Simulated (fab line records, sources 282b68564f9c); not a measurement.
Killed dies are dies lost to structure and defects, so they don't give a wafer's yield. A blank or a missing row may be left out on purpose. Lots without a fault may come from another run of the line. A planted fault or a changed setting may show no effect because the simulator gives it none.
A struck lot beside a sound one | flow rit_cmos | 15 steps out of a route of 202
Sound: wafers L507.2, L507.3, L507.4. Struck: wafers L519.2, L519.4, L519.5. The cause comes at the end.
At each step with rows: each side's tool, then ch and its chambers, then its first start. Under that, the readings that differ: sound wafers | struck wafers | difference of the means | sigmas: that difference in standard deviations of wafers without a fault.
alike: readings whose means differ by less than 2 such deviations, and words and numbers that are the same on both sides. not compared: withheld readings, readings that some wafer has no value for, bounds like >300 that may hide the same value, and numbers for which the record gives no deviation and whose values overlap.
The two part at a step that has a row with sigmas, a row that says differs or no value, or rows on one side only. Numbers that don't overlap but have no deviation are shown without sigmas and don't part them. A reading that every wafer of one side lacks parts them only if that side has two wafers or more.

RIT_GATE_THK_MEAS_07:
  sound on film_metro-01, day 3 09:19; struck on film_metro-01, day 6 17:41
  alike: GATE_OXIDE_THK
then, 1 step without rows for these wafers: RIT_GATE_CVD_08 (deposits poly-Si from SiH4, target thk 250 nm, time 2220 s).
RIT_GATE_THK_MEAS_09:
  sound on film_metro-04, day 3 11:29; struck on film_metro-04, day 6 19:22
  alike: GATE_POLY_THK
then, 6 steps without rows for these wafers: RIT_GATE_HMDS_10 (prime time 60 s); RIT_GATE_COAT_11 (resist thk 850 nm); RIT_GATE_SOFTBAKE_12 (time 60 s); RIT_GATE_EXPOSE_13 (exposes mask M6, target cd 150 nm); RIT_GATE_PEB_14; RIT_GATE_DEVELOP_15 (develop time 50 s).
RIT_GATE_CD_MEAS_16: target cd 150 nm.
  sound on cd_sem-01, day 3 12:25; struck on cd_sem-02, day 6 20:25
  alike: cd_nm
RIT_GATE_OVL_MEAS_17:
  sound on overlay-01, day 3 12:31; struck on overlay-02, day 6 20:31
  alike: GATE_OVL
then, 1 step without rows for these wafers: RIT_GATE_HARDBAKE_18 (time 60 s).
RIT_GATE_ETCH_19: etches poly-Si in SF6/CHF3/O2, stops on SiO2, time 165 s, target depth 312.5 nm.
  sound on rie_si-01 ch 0,1,2, day 3 12:41; struck on rie_si-01 ch 0,2, day 6 20:42
  reading                                   | sound             | struck            | difference | sigmas
  rf_fwd_power_W (W)                        | 159.4 160.2 160.4 | 185.2 185.4 184.3 | +25.0      | +50
  model.NOVOLAK_of_GATE_COAT_11.thk_nm (nm) | 674.9 674.2 668.9 | 658.4 667.6 657.4 | -11.5      |
  alike: SF6_flow_sccm, drypump_motor_current_A, oes_product_au, throttle_valve_pct
  not compared: rf_hours_counter_h
RIT_GATE_STRIP_20: strips in O2, time 180 s.
  sound on plasma_asher-03 ch 0,1, day 3 12:48; struck on plasma_asher-03 ch 0, day 6 20:49
  alike: drypump_motor_current_A
  not compared: rf_hours_counter_h
RIT_M1_PROBE_99:
  sound on prober-01, day 4 10:49; struck on prober-02, day 7 21:40
  reading                                    | sound                | struck               | difference | sigmas
  model.etest.pmos_turned.r_on_ohm_um        | 3169 3255 3243       | 3389 3728 3474       | +308       |
  model.etest.pmos_0p15.r_on_ohm_um          | 2587 2650 2657       | 2686 2942 2805       | +180       |
  model.etest.pmos_turned.drive_ua_um        | 210.9 205 206.3      | 191.9 167.4 190.5    | -24.1      |
  model.etest.pmos_0p15.swing_mv_dec         | 85.32 85 85.1        | 84.52 83.8 84.97     | -0.71      |
  model.etest.retro_edge_pmos.off_log10_a_um | -9.961 -9.909 -10.12 | -10.28 -10.4 -10.29  | -0.33      |
  model.etest.pmos_0p15.off_log10_a_um       | -10.04 -10.08 -10.21 | -10.25 -10.67 -10.35 | -0.31      |
  alike: killed_at_contacts, killed_at_front_end, killed_dies, killed_open, killed_short
  not compared: model.etest.pmos_0p15.drive_ua_um, model.etest.ring.delay_ps

WHERE THEY PART
Only at RIT_GATE_ETCH_19, within this record. Later steps at which nothing parts them and some readings are alike: RIT_GATE_STRIP_20, RIT_M1_PROBE_99.

WHY: what the simulator had put in
Process parameter drift: rie_si-01, from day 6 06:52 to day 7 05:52, at RIT_GATE_ETCH_19. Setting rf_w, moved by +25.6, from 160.
